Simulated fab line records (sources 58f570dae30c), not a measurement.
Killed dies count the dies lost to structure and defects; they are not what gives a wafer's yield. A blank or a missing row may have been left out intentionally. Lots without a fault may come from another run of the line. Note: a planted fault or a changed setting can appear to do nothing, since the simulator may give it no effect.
fab line records | flow berkeley-cmos170
record lots=5 | wafers=23
route steps=331 shown M3@322
start-h: the number of hours between the record's first day and the start of the first shown wafer of the lot | wait-h: time in hours since the lot's previous step | " identical to the entry in the row above | L1.1+2: a single row standing in for several wafers | - no value, or no start was given | * or withheld: withheld | < > ~ a bound
route shown NAME@n: names a module that has steps shown in the file, with the first one's number in the route | usual: average and standard deviation across the fault-free wafers | same: alike in all rows | chamber/n: place in a boat | sites: each site's reading | _std_site: how widely they spread, as a standard deviation | _edge_site: inner sites' mean taken away from outer sites' mean | radius-mm: for every site, how far away it sits from the centre of the wafer | mask NAME#n: copy n | behind: the most recent tool/chamber to have shaped the wafer | hold: why the lot was held/for how many hours/how that ended | device: which transistor (n, p or np) failed to switch | end of line: the route-end tests of the same wafers | a step given without rows: its recipe and nothing more | killed: not the wafer's yield, but the dies lost to structure and defects at the first sort | map: per-die view of a wafer (x killed, . not killed, _ where there is no die)
set.NAME: setting as actually run; set.NAME@STEP: the setting as run at that earlier step | model.NAME: the simulator's own value behind a step, which no gauge read
lots with deliberately changed settings; one table per step, one row per wafer
## steps
# step UCB170_M3_PEB_13
# recipe peb-temp-c=130 | peb-time-s=withheld | resist=KrF
lot.wafer      | tool           | chamber | start-h | wait-h | set.peb-temp-c
L076.2+3+5     | litho-track-01 | 0       | 174.11  | 0.1    | 128.2
L076.4+6       | "              | 0       | "       | "      | 130
L079.2+6       | litho-track-01 | 0       | 186.26  | 0.1    | 130
L079.3+4+5     | "              | 0       | "       | "      | 128.2
L082.1+5+6     | litho-track-04 | 0       | 217.83  | 0.3    | 133.1
L082.3+4       | "              | 0       | "       | "      | 130
L085.2+3+4     | litho-track-03 | 0       | 219.02  | 0.4    | 130
L083.1+2+3+4+5 | litho-track-04 | 0       | 219.31  | 0.1    | 130
# step UCB170_M3_DEVELOP_14
# recipe developer=TMAH | develop-time-s=45 | resist=KrF | dev-temp-c=21
# step UCB170_M3_CD_MEAS_15
# recipe target-cd-nm=700
# usual cd-nm=699.7/1.4
lot.wafer | tool      | chamber | start-h | wait-h | set.peb-temp-c@M3_PEB_13 | cd-nm
L076.2    | cd-sem-01 | -       | 174.38  | -      | 128.2                    | 712.4
L076.3    | "         | -       | "       | "      | 128.2                    | 711.6
L076.4    | "         | -       | "       | "      | 130                      | 699.1
L076.5    | "         | -       | "       | "      | 128.2                    | 712.3
L076.6    | "         | -       | "       | "      | 130                      | 698.3
L079.2    | cd-sem-02 | -       | 186.53  | -      | 130                      | 700.4
L079.3    | "         | -       | "       | "      | 128.2                    | 715.1
L079.4    | "         | -       | "       | "      | 128.2                    | 714.0
L079.5    | "         | -       | "       | "      | 128.2                    | 713.7
L079.6    | "         | -       | "       | "      | 130                      | 700.2
L082.1    | cd-sem-01 | -       | 218.11  | -      | 133.1                    | 682.5
L082.3    | "         | -       | "       | "      | 130                      | 701.0
L082.4    | "         | -       | "       | "      | 130                      | 701.1
L082.5    | "         | -       | "       | "      | 133.1                    | 681.5
L082.6    | "         | -       | "       | "      | 133.1                    | 681.7
L085.2    | cd-sem-02 | -       | 219.34  | -      | 130                      | 701.7
L085.3    | "         | -       | "       | "      | 130                      | 702.1
L085.4    | "         | -       | "       | "      | 130                      | 701.9
L083.1    | cd-sem-01 | -       | 219.59  | -      | 130                      | 702.4
L083.2    | "         | -       | "       | "      | 130                      | 700.5
L083.3    | "         | -       | "       | "      | 130                      | 700.3
L083.4    | "         | -       | "       | "      | 130                      | 702.5
L083.5    | "         | -       | "       | "      | 130                      | 700.8
## key
split step=UCB170_M3_PEB_13 | setting=peb-temp-c | stated=130 | by=wafer
response step=UCB170_M3_CD_MEAS_15 | reading=cd-nm | change=-8.78 | per=1% | r=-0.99
